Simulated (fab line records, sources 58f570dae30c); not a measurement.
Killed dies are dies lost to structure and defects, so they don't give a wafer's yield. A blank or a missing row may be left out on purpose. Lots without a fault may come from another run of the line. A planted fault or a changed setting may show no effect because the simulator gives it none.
fab line records | flow berkeley_cmos170
record lots=14 wafers=42 last_day=12
route steps=331 shown PWELL@39
lots that met no fault: from a run of the same line without faults
start_h: hours from the record's first day to the start of the lot's first wafer shown | wait_h: hours since the lot's step before | " the same as in the row above | L1.1+2: a row that stands for several wafers | - no value, or no start given | * or withheld: withheld | < > ~ a bound
route shown NAME@n: a module of which the file shows steps, and the number in the route of the first | usual: mean/standard deviation of fault-free wafers | same: alike in all rows | chamber/n: place in a boat | sites: the reading at each site | _std_site: their standard deviation | _edge_site: outer sites' mean less inner sites' | radius_mm: how far each site lies from the wafer's centre | mask NAME#n: copy n | behind: the tool/chamber that last shaped the wafer | hold: why the lot was held/for how many hours/how that ended | device: the transistor (n, p or np) that didn't switch | end of line: the same wafers' tests at the end of the route | a step without rows: its recipe alone | killed: dies lost to structure and defects at the first sort, not the wafer's yield | map: a wafer's dies, x killed, . not, _ none there
set.NAME: the setting as run; set.NAME@STEP: as run at that earlier step | model.NAME: the simulator's own value behind a step, which no gauge read
steps of the route over a sample of lots; a table a step, a row a wafer
services: from which hour (start_h, from the record's first day; less than 0 if before it) a tool's chamber was out of use, for how many hours, and why
## steps
# step UCB170_PWELL_CVD_05
# recipe material=Si3N4 target_thk_nm=220 temp_c=800 precursor=SiH2Cl2/NH3 time_s=3300 pressure_mtorr=200 sih2cl2_flow_sccm=25 nh3_flow_sccm=75
# usual spike_tc_centre_C=802.3/1.8 spike_tc_load_C=824.4/1.9 spike_tc_source_C=823.1/1.9 susceptor_temp_C=800.0/0.34 zone_power_load_pct=18.4/0.86 zone_power_source_pct=21.3/0.81
# columns lot.wafer tool chamber start_h wait_h spike_tc_centre_C spike_tc_load_C spike_tc_source_C susceptor_temp_C zone_power_load_pct zone_power_source_pct
L464.2 lpcvd-02 0 43.51 0.0 797.1 824.4 824.4 800.2 17.3 21.6
L464.4 " 0 " " 800.3 825.1 824.2 800.6 17.3 21.5
L464.5 " 0 " " 799.9 825.0 823.2 800.7 17.3 21.7
L465.2 lpcvd-02 0 50.02 0.0 802.6 827.8 823.2 800.6 17.4 21.4
L465.3 " 0 " " 799.4 823.8 825.3 800.0 17.3 21.4
L465.4 " 0 " " 799.8 823.4 822.6 799.9 17.1 21.8
L466.1 lpcvd-01 0 59.46 0.0 804.1 824.1 823.6 800.3 18.9 20.9
L466.2 " 0 " " 802.2 826.1 822.5 800.5 19.0 20.9
L466.3 " 0 " " 801.5 825.7 822.1 800.4 19.3 21.0
L467.4 lpcvd-01 0 59.46 0.0 802.6 824.9 823.1 799.8 19.0 20.8
L467.5 " 0 " " 802.1 824.2 821.3 799.4 19.1 20.8
L467.6 " 0 " " 803.0 825.8 821.1 799.5 19.3 20.9
L468.1 lpcvd-01 0 59.46 0.0 802.6 824.8 819.0 800.2 18.9 20.6
L468.4 " 0 " " 801.1 825.3 822.0 800.7 19.4 21.0
L468.6 " 0 " " 802.4 825.2 821.8 799.9 18.9 21.3
L470.1 lpcvd-01 0 67.49 0.0 892.9 916.6 912.2 889.2 24.1 25.8
L470.2 " 0 " " 890.6 915.2 913.1 889.1 24.3 26.4
L470.6 " 0 " " 891.3 914.7 912.1 888.8 23.6 26.1
L469.4 lpcvd-01 0 69.41 0.7 893.9 917.0 912.1 889.2 24.3 26.3
L469.5 " 0 " " 892.7 915.4 914.9 889.9 24.9 26.1
L469.6 " 0 " " 891.0 916.1 912.9 889.3 23.9 26.6
L480.1 lpcvd-02 1 132.52 0.0 803.0 827.9 823.8 800.0 19.5 19.7
L480.3 " 1 " " 803.9 825.8 823.1 800.1 19.7 19.6
L480.4 " 1 " " 804.3 827.5 825.4 800.3 19.7 19.8
L481.3 lpcvd-01 1 140.07 0.0 801.9 821.7 824.2 799.9 18.1 22.5
L481.4 " 1 " " 803.9 822.1 825.1 799.9 18.5 22.6
L481.6 " 1 " " 806.5 822.5 825.3 799.5 18.5 22.6
L482.2 lpcvd-01 1 140.07 0.0 804.2 820.5 824.7 799.6 18.3 22.5
L482.4 " 1 " " 802.6 821.9 826.1 800.2 18.2 22.5
L482.6 " 1 " " 805.0 821.3 827.7 799.8 18.5 22.5
L484.1 lpcvd-02 0 157.05 0.0 800.8 824.2 822.7 800.5 17.3 21.4
L484.2 " 0 " " 800.8 823.7 823.9 800.0 17.5 21.6
L484.3 " 0 " " 799.9 827.1 822.8 799.9 16.9 21.7
L485.1 lpcvd-01 1 162.21 0.0 804.6 823.2 826.5 800.0 18.3 22.4
L485.3 " 1 " " 803.7 823.2 824.7 799.6 18.3 22.8
L485.5 " 1 " " 803.0 820.8 824.2 799.6 18.2 22.6
L486.2 lpcvd-01 0 162.21 0.0 803.5 823.5 822.4 799.5 19.2 20.8
L486.3 " 0 " " 803.3 824.5 820.6 799.5 19.2 20.8
L486.4 " 0 " " 801.9 825.9 820.8 799.7 19.4 21.1
L487.2 lpcvd-01 0 162.21 0.0 800.7 825.5 820.0 799.9 19.4 21.0
L487.4 " 0 " " 805.3 825.0 820.9 799.7 19.6 20.8
L487.6 " 0 " " 802.9 825.5 819.5 800.1 19.2 21.0
# step UCB170_PWELL_THK_MEAS_06
# recipe reads=Si3N4_of_PWELL_CVD_05
# usual PWELL_NITRIDE_THK=219.9/2.3
# columns lot.wafer tool chamber start_h wait_h PWELL_NITRIDE_THK[nm]
L464.2 film_metro-04 - 45.44 0.0 219.3
L464.4 " - " " 219.8
L464.5 " - " " 220.0
L465.2 film_metro-02 - 51.95 0.0 220.0
L465.3 " - " " 220.3
L465.4 " - " " 219.4
L466.1 film_metro-01 - 62.33 0.0 220.3
L466.2 " - " " 222.1
L466.3 " - " " 220.7
L468.1 film_metro-02 - 62.33 0.0 225.8
L468.4 " - " " 222.9
L468.6 " - " " 223.9
L467.4 film_metro-04 - 62.36 0.0 224.4
L467.5 " - " " 224.9
L467.6 " - " " 223.3
L470.1 film_metro-04 - 69.41 0.0 376.6
L470.2 " - " " 376.2
L470.6 " - " " 375.6
L469.4 film_metro-02 - 71.36 0.0 375.8
L469.5 " - " " 376.0
L469.6 " - " " 375.8
L480.1 film_metro-04 - 134.44 0.0 217.0
L480.3 " - " " 218.4
L480.4 " - " " 217.7
L482.2 film_metro-02 - 142.00 0.0 221.1
L482.4 " - " " 220.7
L482.6 " - " " 221.7
L481.3 film_metro-04 - 142.01 0.0 217.1
L481.4 " - " " 217.7
L481.6 " - " " 217.1
L484.1 film_metro-02 - 158.97 0.0 222.7
L484.2 " - " " 220.8
L484.3 " - " " 221.2
L485.1 film_metro-01 - 164.12 0.0 216.0
L485.3 " - " " 217.1
L485.5 " - " " 216.8
L486.2 film_metro-02 - 164.13 0.0 216.6
L486.3 " - " " 217.5
L486.4 " - " " 217.1
L487.2 film_metro-04 - 164.19 0.1 221.2
L487.4 " - " " 220.2
L487.6 " - " " 220.5
# step UCB170_PWELL_ETCH_14
# recipe chemistry=CH3F/Ar/O2 target=Si3N4 stop_on=SiO2 CH3F_flow_sccm=20 Ar_flow_sccm=50 O2_flow_sccm=7 pressure_mtorr=50 rf_w=450 target_depth_a=2420 over_etch_frac=0.1 time_s=151
# usual chamber_pressure_mTorr=50.00/0.045 drypump_motor_current_A=5.8/0.57 oes_product_au=0.939/0.014 throttle_valve_pct=8.04/0.16
# columns lot.wafer tool chamber start_h wait_h chamber_pressure_mTorr drypump_motor_current_A oes_product_au rf_hours_counter_h throttle_valve_pct
L464.2 rie_diel-01 1 46.99 0.0 49.96 6.4 0.975 1 8.15
L464.4 " 2 " " 50.04 6.2 0.955 21 7.92
L464.5 " 2 " " 50.02 6.2 0.949 - 7.92
L465.2 rie_diel-01 3 53.04 0.0 49.91 5.6 0.951 91 7.86
L465.3 " 2 " " 49.87 6.2 0.945 21 7.92
L465.4 " 0 " " 50.02 5.9 0.928 - 7.77
L466.1 rie_diel-03 2 64.20 0.0 50.04 5.7 0.950 91 8.09
L466.2 " 1 " " 50.01 5.0 0.926 110 8.27
L466.3 " 3 " " 49.94 4.9 0.935 106 7.88
L468.1 rie_diel-01 2 64.43 0.0 50.04 6.2 0.961 22 7.91
L468.4 " 3 " " 49.98 5.6 0.955 - 7.87
L468.6 " 0 " " 49.92 5.9 0.944 - 7.75
L467.4 rie_diel-03 3 64.53 0.1 50.04 4.9 0.943 - 7.90
L467.5 " 2 " " 49.93 5.7 0.961 - 8.08
L467.6 " 1 " " 50.00 5.0 0.932 - 8.26
L470.1 rie_diel-02 1 70.35 0.0 50.00 6.7 1.011 9 8.23
L470.2 " 0 " " 50.02 6.4 0.971 153 8.13
L470.6 " 0 " " 49.95 6.4 0.965 - 8.13
L469.4 rie_diel-02 2 72.54 0.0 50.00 6.4 0.976 53 8.21
L469.5 " 2 " " 49.97 6.4 0.971 - 8.20
L469.6 " 3 " " 49.99 5.7 0.995 - 7.90
L480.1 rie_diel-03 3 136.19 0.0 50.07 5.0 0.925 110 7.89
L480.3 " 0 " " 49.97 6.0 0.940 3 7.99
L480.4 " 2 " " 49.98 5.7 0.955 95 8.09
L481.3 rie_diel-02 0 142.92 0.0 50.01 6.4 0.929 157 8.13
L481.4 " 3 " " 50.06 5.7 0.928 69 7.88
L481.6 " 3 " " 50.02 5.7 0.925 - 7.89
L482.2 rie_diel-01 3 143.22 0.0 49.93 5.6 0.953 96 7.87
L482.4 " 2 " " 50.03 6.2 0.940 26 7.92
L482.6 " 0 " " 49.98 5.9 0.942 - 7.76
L484.1 rie_diel-02 1 160.15 0.0 50.06 6.7 0.950 13 8.22
L484.2 " 0 " " 50.08 6.4 0.943 158 8.14
L484.3 " 3 " " 50.04 5.7 0.933 70 7.87
L485.1 rie_diel-02 2 166.02 0.0 49.97 6.3 0.921 57 8.21
L485.3 " 1 " " 50.02 6.7 0.943 14 8.22
L485.5 " 1 " " 50.02 6.7 0.935 - 8.20
L486.2 rie_diel-03 3 166.30 0.0 49.96 4.9 0.924 111 7.88
L486.3 " 2 " " 50.03 5.7 0.940 97 8.08
L486.4 " 0 " " 50.00 6.0 0.941 4 7.98
L487.2 rie_diel-02 1 166.34 0.0 50.02 6.7 0.951 14 8.23
L487.4 " 2 " " 50.05 6.4 0.929 - 8.18
L487.6 " 3 " " 50.04 5.7 0.935 - 7.90
## services
# columns tool chamber start_h hours kind
rie_diel-01 1 51.33 17.1 repair
rie_diel-03 0 53.10 - clean
rie_diel-03 0 53.10 19.8 scheduled_down
rie_diel-03 0 53.10 19.8 vent_cycle
rie_diel-01 1 94.18 4.5 repair
rie_diel-01 1 126.60 3.2 repair
rie_diel-02 2 145.85 15.8 repair
rie_diel-01 - 158.29 56.2 repair
rie_diel-02 0 161.69 - clean
rie_diel-02 0 161.69 15.3 scheduled_down
rie_diel-02 0 161.69 15.3 vent_cycle
## key
first_sign step=UCB170_PWELL_CVD_05 reading=susceptor_temp_C direction=up sigmas=99+ usual=* struck=*
effect step=UCB170_PWELL_CVD_05 reading=spike_tc_centre_C direction=up sigmas=51 usual=802.3 struck=892.0
effect step=UCB170_PWELL_THK_MEAS_06 reading=PWELL_NITRIDE_THK direction=up sigmas=68 usual=219.9 struck=376.0
effect step=UCB170_PWELL_ETCH_14 reading=oes_product_au direction=up sigmas=3.1 usual=0.939 struck=0.981
met_at UCB170_PWELL_CVD_05
struck_lots L469,L470
struck_wafers L469.4,L469.5,L469.6,L470.1,L470.2,L470.6
later_rows_left_out L469.4,L469.5,L469.6,L470.1
sort_left_out L469.4,L469.5,L469.6,L470.1,L470.2,L470.6
tester_left_out L469,L470
onset_between 59.46 67.49
fault kind=process_parameter_drift tool=lpcvd-01 chamber=0 onset_h=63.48 steps=UCB170_PWELL_CVD_05 channel=temp_c offset=* shape=step end_h=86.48 acts_in=* stated=*
# tester_left_out: of these lots the tester's yield and bins aren't shown, on N5 and GAA mostly nor the transistor test; their killed dies are dies lost to structure and defects alone, not to doping, threshold or leakage, so they don't give the yield
# sort_left_out: the simulated sort isn't trusted on such a fault, so these wafers' sort isn't shown, and their yield isn't known
# later_rows_left_out: the simulator's readings of these wafers behind a module that went badly wrong aren't trusted and aren't shown, but for the sort
